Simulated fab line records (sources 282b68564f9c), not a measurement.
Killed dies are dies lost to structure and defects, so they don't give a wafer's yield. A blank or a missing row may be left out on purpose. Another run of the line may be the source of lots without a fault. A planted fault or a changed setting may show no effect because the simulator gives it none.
8D (eight disciplines) problem report, filled in by code	flow ritCmos	the parts of the form that need people (team, actions taken, sign-off) are left out

1. WHAT WENT WRONG
Mean M1_AL_RS at RIT_M1_RS_MEAS_01: 0.0667 ohm/sq over 2 wafers in 2 lots; fault-free wafers: 0.0736 ohm/sq, standard deviation 0.00088. That puts it -7.9 standard deviations away from the usual mean.
The step: measures by four-point-probe.
The first sign was on wafer L328.6 at day 5 05:25, on filmMetro-02. Wafers with a number at this step in the record: 42, from 14 lots. Rule for "out", or "out of limits": more than 4 standard deviations from the usual mean. All remaining wafers that have a number are taken as sound.

2. WHAT THIS IS AND IS NOT
question	is	is not
which readings at this step	M1_AL_RS	-
which lots	L328, L330	L319, L320, L321, L322, L323, L335, L336, L337, L338, L339, L341, L342
which wafers of those lots	L328.6, L330.5	L328.3, L328.4, L330.1, L330.3
read on which gauges	filmMetro-02, filmMetro-04	filmMetro-03
when	from day 5 05:25	up to then (17 sound wafers); but 23 sound wafers of L330, L335, L336, L337, L338, L339, L341, L342 came after

3. THE SUSPECTS, EACH WITH WHAT RULES IT OUT
Counting: any tool at a process step up to the reading remains a suspect provided it ran every lot that is out. Sound lots after the first of them don't rule it out here, since some wafers of a struck lot are sound.
- the gauge at RIT_M1_RS_MEAS_01: ruled out. Those wafers that are out were read across 2 gauges (filmMetro-02, filmMetro-04).
- pvdSputter-02 at RIT_M1_SPUTTER_00 (material Al, target thk 400 nm, time 500 s): kept. Every lot that is out went through it, the first being L328 (day 5 05:05); the last sound lot it ran before that was L322 (day 3 20:31).
After counting, what remains is pvdSputter-02 at RIT_M1_SPUTTER_00.

4. THE CAUSE (what the simulator had put in)
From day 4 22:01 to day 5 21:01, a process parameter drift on pvdSputter-02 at RIT_M1_SPUTTER_00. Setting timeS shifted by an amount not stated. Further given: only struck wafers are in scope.
The count eliminated every tool but this one.

5. THE CHAIN OF EFFECTS, in route order
One row per reading whose mean, taken over the struck wafers that have a number, lies over 3 standard deviations from the usual. Readings are gone through only where the record gives a usual standard deviation; hours: the median, over the lots, of the time from a lot's start at the first step in this table giving one to that lot's start at this step; sigmas: the change measured in usual standard deviations.
hours	step	reading	usual	on struck wafers	change	sigmas
0	RIT_M1_RS_MEAS_01	M1_AL_RS	0.0736 ohm/sq	0.0667	-0.0069	-7.9
0	RIT_M1_THK_MEAS_02	M1_AL_THK	401 nm	442	+42	+8.5
2	RIT_M1_METAL_ETCH_12	oesProductAu	0.772 a.u.	0.813	+0.041	+4.3
Here are the process steps it includes:
- RIT_M1_METAL_ETCH_12: etches Al in Cl2/BCl3, stops on SiO2, time 165 s, target depth 600 nm.

6. WHAT WOULD HAVE CAUGHT IT SOONER
7 hours passed between the start of the fault at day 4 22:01 and the first reading out of limits at a measuring or inspecting step in this record, taken at day 5 05:25.
Of the tool readings at RIT_M1_SPUTTER_00 for which the record gives a usual standard deviation, none was out on any struck wafer, so an alarm limit of 4 standard deviations on them would not have fired.
Of the lots that are out (2), L330 began RIT_M1_SPUTTER_00 on pvdSputter-02 after day 5 05:25. A hold on the tool at that time would have spared it.
